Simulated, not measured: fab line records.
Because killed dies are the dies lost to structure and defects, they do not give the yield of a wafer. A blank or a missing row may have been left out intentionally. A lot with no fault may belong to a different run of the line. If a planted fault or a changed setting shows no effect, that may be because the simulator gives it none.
Split-lot study	flow rit-cmos	route with 202 steps; 5 lots, 23 wafers read

== ABOUT THE SPLIT ==
At RIT_FOX2_OXIDATION_00 (target thk 350.7 nm, ox time 1130 s), the setting temp-c was moved away from the recipe's 1100 C on 15 of the 23 wafers read, by -1.5% to +1.5%. All remaining wafers had this setting at the recipe value.

== FROM THE SPLIT TO THE READING: what the file shows between them, 26 steps ==
- RIT_FOX2_THK_MEAS_01
- RIT_FOX2_CLEAN_02: cleans in dHF, time 180 s
- RIT_FOX2_WET_ETCH_03: etches Si3N4 in H3PO4, target depth 195 nm, time 2700 s
- RIT_FOX2_THK_MEAS_90
- RIT_NWELL_SOFTBAKE_02: time 60 s (also split here: temp-c)
- RIT_NWELL_EXPOSE_03: exposes mask M2, target cd 43900 nm
- RIT_NWELL_PEB_04
- RIT_NWELL_DEVELOP_05: develop time 66.67 s
- RIT_NWELL_IMPLANT_08 (also split here: dose-cm2)
- RIT_NWELL_STRIP_09: strips in O2, time 180 s
- RIT_NWELL_TW_MEAS_10
- RIT_PWELL_SOFTBAKE_02: time 60 s (also split here: temp-c)
- RIT_PWELL_EXPOSE_03: exposes mask M3, target cd 43700 nm
- RIT_PWELL_PEB_04
- RIT_PWELL_DEVELOP_05: develop time 68 s
- RIT_PWELL_HARDBAKE_07: time 120 s (also split here: temp-c)
- RIT_PWELL_IMPLANT_08
- RIT_PWELL_STRIP_09: strips in O2, time 180 s
- RIT_WELLDRIVE_ANNEAL_00: time 14700 s
- RIT_WELLDRIVE_RS_MEAS_01: measures by four-point-probe
- RIT_NRETRO_IMPLANT_08 (also split here: dose-cm2)
- RIT_NRETRO_STRIP_09: strips in O2, time 180 s
- RIT_NRETRO_TW_MEAS_10
- RIT_GATE_CLEAN_02: cleans in dHF, time 30 s (also split here: time-s)
- RIT_GATE_CLEAN_03: cleans in SC2, time 600 s
- RIT_GATE_CLEAN_04: cleans in dHF, time 60 s

== THE READING ==
FIELD_OXIDE_LEFT_2_THK, in nm, at RIT_FOX2_THK_MEAS_91. On this fab line, fault-free wafers typically give 256 nm with a standard deviation of 5.8 nm.

wafer	tool, chamber at the split	temp-c as run, C	against the recipe	FIELD_OXIDE_LEFT_2_THK, nm	against lot-mates on the recipe
L077.1	-, -	1114	+1.3%	281	no lot-mate on the recipe
L077.2	-, -	1114	+1.3%	279	no lot-mate on the recipe
L077.3	-, -	1114	+1.3%	284	no lot-mate on the recipe
L077.5	-, -	1114	+1.3%	284	no lot-mate on the recipe
L077.6	-, -	1114	+1.3%	285	no lot-mate on the recipe
L080.1	-, -	1084	-1.5%	235	no lot-mate on the recipe
L080.2	-, -	1084	-1.5%	233	no lot-mate on the recipe
L080.3	-, -	1084	-1.5%	234	no lot-mate on the recipe
L080.4	-, -	1084	-1.5%	240	no lot-mate on the recipe
L080.5	-, -	1084	-1.5%	235	no lot-mate on the recipe
L079.1	-, -	1117	+1.5%	276	no lot-mate on the recipe
L079.2	-, -	1117	+1.5%	279	no lot-mate on the recipe
L079.3	-, -	1117	+1.5%	275	no lot-mate on the recipe
L079.4	-, -	1117	+1.5%	277	no lot-mate on the recipe
L079.6	-, -	1117	+1.5%	279	no lot-mate on the recipe
L081.2	furnace-04, 0	1100	recipe	251	-
L081.3	furnace-04, 0	1100	recipe	250	-
L081.5	furnace-04, 0	1100	recipe	248	-
L082.2	-, -	1100	recipe	256	-
L082.3	-, -	1100	recipe	262	-
L082.4	-, -	1100	recipe	258	-
L082.5	-, -	1100	recipe	259	-
L082.6	-, -	1100	recipe	260	-

FIT RESULTS
A straight line over all 23 wafers: FIELD_OXIDE_LEFT_2_THK changes by +15.5 nm for each +1% of temp-c; r = +0.96; the points scatter about the line by 5 nm.
Too few moved wafers have a lot-mate on the recipe to fit a line with each lot's own level taken away.

== THE WHOLE CHAIN: every reading that the file lists as answering this split, in the file's order ==
step	what it does	reading	change (the file's fit)	r (the file's)
RIT_FOX2_OXIDATION_00	target thk 350.7 nm, ox time 1130 s	SiO2_of_FOX2_OXIDATION_00.thk-nm (the simulator's own value, which no gauge read)	+15.7 nm for each +1% of the setting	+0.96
RIT_FOX2_THK_MEAS_01		FOX2_OXIDE_THK	+15.7 for each +1% of the setting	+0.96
RIT_FOX2_WET_ETCH_03	etches Si3N4 in H3PO4, target depth 195 nm, time 2700 s	SiO2_of_FOX2_OXIDATION_00.thk-nm (the simulator's own value, which no gauge read)	+15.4 nm for each +1% of the setting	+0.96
RIT_FOX2_THK_MEAS_90		FIELD_OXIDE_LEFT_1_THK	+15.4 for each +1% of the setting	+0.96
RIT_FOX2_THK_MEAS_91		FIELD_OXIDE_LEFT_2_THK	+15.5 for each +1% of the setting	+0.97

== THE FILE'S OWN FIT ==
FIELD_OXIDE_LEFT_2_THK changes by +15.5 nm for each +1% of temp-c, r = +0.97.
